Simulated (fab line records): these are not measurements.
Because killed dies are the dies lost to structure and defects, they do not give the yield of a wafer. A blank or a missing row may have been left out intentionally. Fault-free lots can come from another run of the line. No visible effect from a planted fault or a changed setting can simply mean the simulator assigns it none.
fab line records | flow rit-cmos
record lots=15 | wafers=45 | last-day=7
route steps=202 shown FOX1@20 M1@202
lots that met no fault: from a run of the same line without faults
start-h: start of the lot's first displayed wafer, in hours after the record's first day | wait-h: hours elapsed since this lot's preceding step | " same as the row above | L1.1+2: several wafers, shown together as one row | - no value, or no start given | * or withheld: withheld | < > ~ a bound
route shown NAME@n: NAME is a module with steps in the file, n the number in the route of the first one | usual: mean/standard deviation taken from wafers without a fault | same: alike in all rows | chamber/n: place in a boat | sites: each site's reading | _std_site: the values' standard deviation | _edge_site: outer sites' mean less inner sites' | radius-mm: how far each site lies from the wafer's centre | mask NAME#n: copy n | behind: the tool/chamber that last shaped the wafer | hold: cause of the lot's hold/its duration in hours/its outcome | device: which transistor (n, p or np) failed to switch | end of line: tests of these same wafers at the route's end | step lacking rows: just its recipe | killed: not the wafer's yield, but the dies lost to structure and defects at the first sort | map: a wafer's dies, marking killed ones x, the rest . and places with no die _
set.NAME: setting as actually run; set.NAME@STEP: the setting as run at that earlier step | model.NAME: the simulator's own value behind a step, which no gauge read
route steps across a sampled set of lots; one table per step, one row per wafer
services: a tool's chamber out of use, with start hour (start-h, from the record's first day; less than 0 if before it), hours out, and reason
## steps
# step RIT_FOX1_OXIDATION_00
# recipe temp-c=1100 | ambient=H2O | target-thk-a=3507 | p-h2o-torr=720 | ox-time-s=1130
# usual spike-tc-centre-C=1102.5/1.3
lot.wafer | tool       | chamber | start-h | wait-h | spike-tc-centre-C
L715.3    | furnace-04 | 0       | 17.25   | 1.6    | 1102.6
L715.5    | "          | 0       | "       | "      | 1102.1
L715.6    | "          | 0       | "       | "      | 1103.7
L716.1    | furnace-04 | 0       | 22.61   | 1.7    | 1104.5
L716.2    | "          | 0       | "       | "      | 1103.6
L716.6    | "          | 0       | "       | "      | 1103.0
L717.1    | furnace-04 | 0       | 26.56   | 0.0    | 1103.6
L717.2    | "          | 0       | "       | "      | 1104.5
L717.3    | "          | 0       | "       | "      | 1104.4
L717.1    | furnace-04 | 0       | 28.04   | 0.2    | 1102.0
L717.2    | "          | 0       | "       | "      | 1103.7
L717.3    | "          | 0       | "       | "      | 1103.3
L718.1    | furnace-04 | 0       | 32.17   | 1.5    | 1102.4
L718.4    | "          | 0       | "       | "      | 1104.2
L718.5    | "          | 0       | "       | "      | 1105.4
L719.2    | furnace-04 | 0       | 37.16   | 1.2    | 1103.6
L719.4    | "          | 0       | "       | "      | 1102.5
L719.6    | "          | 0       | "       | "      | 1104.3
L719.2    | furnace-03 | 0       | 39.34   | 0.9    | 1101.6
L719.4    | "          | 0       | "       | "      | 1102.4
L719.6    | "          | 0       | "       | "      | 1100.7
L720.2    | furnace-03 | 0       | 43.20   | 2.4    | 1103.4
L720.3    | "          | 0       | "       | "      | 1102.7
L720.4    | "          | 0       | "       | "      | 1101.5
L721.1    | furnace-03 | 0       | 47.55   | 0.0    | 1102.0
L721.2    | "          | 0       | "       | "      | 1102.1
L721.3    | "          | 0       | "       | "      | 1102.1
L721.1    | furnace-03 | 0       | 49.94   | 1.1    | 1101.3
L721.2    | "          | 0       | "       | "      | 1102.8
L721.3    | "          | 0       | "       | "      | 1103.8
L729.1    | furnace-01 | 0       | 86.55   | 1.0    | 1102.8
L729.2    | "          | 0       | "       | "      | 1101.8
L729.3    | "          | 0       | "       | "      | 1101.7
L731.2    | furnace-04 | 0       | 97.27   | 1.2    | 1102.8
L731.4    | "          | 0       | "       | "      | 1104.4
L731.6    | "          | 0       | "       | "      | 1103.2
L732.2    | furnace-03 | 0       | 101.83  | 1.1    | 1104.5
L732.4    | "          | 0       | "       | "      | 1103.3
L732.6    | "          | 0       | "       | "      | 1104.3
L734.4    | furnace-01 | 0       | 111.97  | 1.3    | 1101.4
L734.5    | "          | 0       | "       | "      | 1101.6
L734.6    | "          | 0       | "       | "      | 1101.6
L735.2    | furnace-03 | 0       | 117.25  | 0.1    | 1102.5
L735.4    | "          | 0       | "       | "      | 1102.8
L735.6    | "          | 0       | "       | "      | 1101.3
L736.1    | furnace-01 | 0       | 123.21  | 2.6    | 1102.0
L736.5    | "          | 0       | "       | "      | 1100.6
L736.6    | "          | 0       | "       | "      | 1102.1
L737.2    | furnace-01 | 0       | 128.06  | 0.0    | 1101.2
L737.4    | "          | 0       | "       | "      | 1100.9
L737.6    | "          | 0       | "       | "      | 1100.5
L738.2    | furnace-03 | 0       | 132.21  | 0.0    | 1102.5
L738.4    | "          | 0       | "       | "      | 1102.9
L738.5    | "          | 0       | "       | "      | 1101.9
# step RIT_FOX1_THK_MEAS_01
# recipe reads=SiO2_of_FOX1_OXIDATION_00
# usual FOX1_OXIDE_THK=348/5.8
lot.wafer | tool          | chamber | start-h | wait-h | FOX1_OXIDE_THK[nm]
L715.3    | film-metro-02 | -       | 18.59   | 0.0    | 339
L715.5    | "             | -       | "       | "      | 341
L715.6    | "             | -       | "       | "      | 340
L716.1    | film-metro-01 | -       | 23.92   | 0.0    | 360
L716.2    | "             | -       | "       | "      | 359
L716.6    | "             | -       | "       | "      | 355
L717.1    | film-metro-01 | -       | 29.35   | 0.0    | 524
L717.2    | "             | -       | "       | "      | 536
L717.3    | "             | -       | "       | "      | 529
L718.1    | film-metro-02 | -       | 33.49   | 0.0    | 345
L718.4    | "             | -       | "       | "      | 347
L718.5    | "             | -       | "       | "      | 341
L719.2    | film-metro-02 | -       | 40.66   | 0.0    | 526
L719.4    | "             | -       | "       | "      | 528
L719.6    | "             | -       | "       | "      | 536
L720.2    | film-metro-02 | -       | 44.53   | 0.0    | 344
L720.3    | "             | -       | "       | "      | 348
L720.4    | "             | -       | "       | "      | 354
L721.1    | film-metro-03 | -       | 51.34   | 0.1    | 545
L721.2    | "             | -       | "       | "      | 543
L721.3    | "             | -       | "       | "      | 544
L729.1    | film-metro-02 | -       | 87.87   | 0.0    | 348
L729.2    | "             | -       | "       | "      | 350
L729.3    | "             | -       | "       | "      | 351
L731.2    | film-metro-01 | -       | 98.59   | 0.0    | 348
L731.4    | "             | -       | "       | "      | 350
L731.6    | "             | -       | "       | "      | 348
L732.2    | film-metro-03 | -       | 103.15  | 0.0    | 337
L732.4    | "             | -       | "       | "      | 346
L732.6    | "             | -       | "       | "      | 343
L734.4    | film-metro-01 | -       | 113.32  | 0.0    | 352
L734.5    | "             | -       | "       | "      | 351
L734.6    | "             | -       | "       | "      | 347
L735.2    | film-metro-01 | -       | 118.57  | 0.0    | 346
L735.4    | "             | -       | "       | "      | 353
L735.6    | "             | -       | "       | "      | 351
L736.1    | film-metro-02 | -       | 124.53  | 0.0    | 331
L736.5    | "             | -       | "       | "      | 336
L736.6    | "             | -       | "       | "      | 340
L737.2    | film-metro-02 | -       | 129.39  | 0.0    | 352
L737.4    | "             | -       | "       | "      | 354
L737.6    | "             | -       | "       | "      | 353
L738.2    | film-metro-03 | -       | 133.53  | 0.0    | 356
L738.4    | "             | -       | "       | "      | 355
L738.5    | "             | -       | "       | "      | 358
# step RIT_M1_PROBE_99
# usual killed-at-contacts=0.0/0.22 | killed-at-front-end=7/3.3 | killed-dies=7/3.3 | killed-open=3.3/1.9 | killed-short=3.6/2.1
# same gross-dies=264 | killed_at_M0_to_M3=0 | killed_at_M4_up=0 | killed-at-back-side=0 | killed-at-other=0
lot.wafer | tool      | chamber | start-h | wait-h | killed-at-contacts | killed-at-front-end | killed-dies | killed-open | killed-short
L717.1    | prober-01 | -       | 75.24   | 0.1    | 0                  | 5                   | 5           | 3           | 2
L717.2    | prober-01 | -       | 75.29   | 0.1    | 0                  | 1                   | 1           | 1           | 0
L717.3    | prober-01 | -       | 75.34   | 0.2    | 0                  | 4                   | 4           | 2           | 2
L719.2    | prober-01 | -       | 87.71   | 0.1    | 0                  | 8                   | 8           | 3           | 5
L719.4    | prober-01 | -       | 87.81   | 0.2    | 0                  | 4                   | 4           | 2           | 2
L719.6    | prober-01 | -       | 87.91   | 0.2    | 1                  | 9                   | 10          | 4           | 6
L721.1    | prober-01 | -       | 100.10  | 0.1    | 0                  | 7                   | 7           | 2           | 5
L721.2    | prober-01 | -       | 100.15  | 0.1    | 0                  | 10                  | 10          | 6           | 4
L721.3    | prober-01 | -       | 100.20  | 0.2    | 0                  | 9                   | 9           | 5           | 4
# killed by level:class
L717.1 FOX1:geometric-particle:open=1 FOX1:geometric-particle:short=1 GATE:geometric-particle:short=1 REOX:geometric-particle:open=1 SILICIDE:geometric-particle:open=1
L717.2 GATE:geometric-particle:open=1
L717.3 GATE:geometric-particle:open=2 FOX2:geometric-particle:short=1 GATE:geometric-particle:short=1
L719.2 GATE:geometric-particle:short=2 SPACER:geometric-particle:short=2 SPACER:geometric-particle:open=2 FOX1:geometric-particle:short=1 FOX2:geometric-particle:open=1
L719.4 GATE:geometric-particle:short=2 FOX2:geometric-particle:open=1 REOX:geometric-particle:open=1
L719.6 GATE:geometric-particle:short=2 FOX1:geometric-particle:short=1 FOX1:geometric-particle:open=1 FOX2:geometric-particle:open=1 GATE:geometric-particle:open=1 REOX:geometric-particle:open=1 SPACER:geometric-particle:short=1 SILICIDE:geometric-particle:short=1
L721.1 FOX1:geometric-particle:short=2 REOX:geometric-particle:short=2 REOX:geometric-particle:open=1 SPACER:geometric-particle:short=1 SILICIDE:geometric-particle:open=1
L721.2 SPACER:geometric-particle:open=4 FOX1:geometric-particle:short=1 FOX2:geometric-particle:short=1 GATE:geometric-particle:short=1 GATE:geometric-particle:open=1 REOX:geometric-particle:open=1 SPACER:geometric-particle:short=1
L721.3 FOX2:geometric-particle:short=2 GATE:geometric-particle:open=2 REOX:geometric-particle:open=2 FOX1:geometric-particle:short=1 SPACER:geometric-particle:short=1 SPACER:geometric-particle:open=1
## services
tool       | chamber | start-h | hours | kind
furnace-01 | -       | 17.56   | 3.5   | pm
furnace-03 | -       | 35.50   | 3.8   | pm
furnace-03 | -       | 72.40   | 3.4   | pm
furnace-01 | -       | 96.51   | 4.2   | pm
furnace-04 | -       | 115.36  | 3.7   | pm
## key
first-sign step=RIT_FOX1_OXIDATION_00 | reading=visit | direction=added
effect step=RIT_FOX1_THK_MEAS_01 | reading=FOX1_OXIDE_THK | direction=up | sigmas=32 | usual=348 | struck=535
met-at RIT_FOX1_OXIDATION_00
struck-lots L717,L719,L721
tester-left-out L717,L719,L721
fault kind=repeated-step-whole | tool=furnace-01,furnace-03,furnace-04 | chamber=- | onset-h=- | steps=RIT_FOX1_OXIDATION_00 | times=1 | scope=struck-lots-only
# tester-left-out: of these lots the tester's yield and bins aren't shown, on N5 and GAA mostly nor the transistor test; their killed dies are dies lost to structure and defects alone, not to doping, threshold or leakage, so they don't give the yield
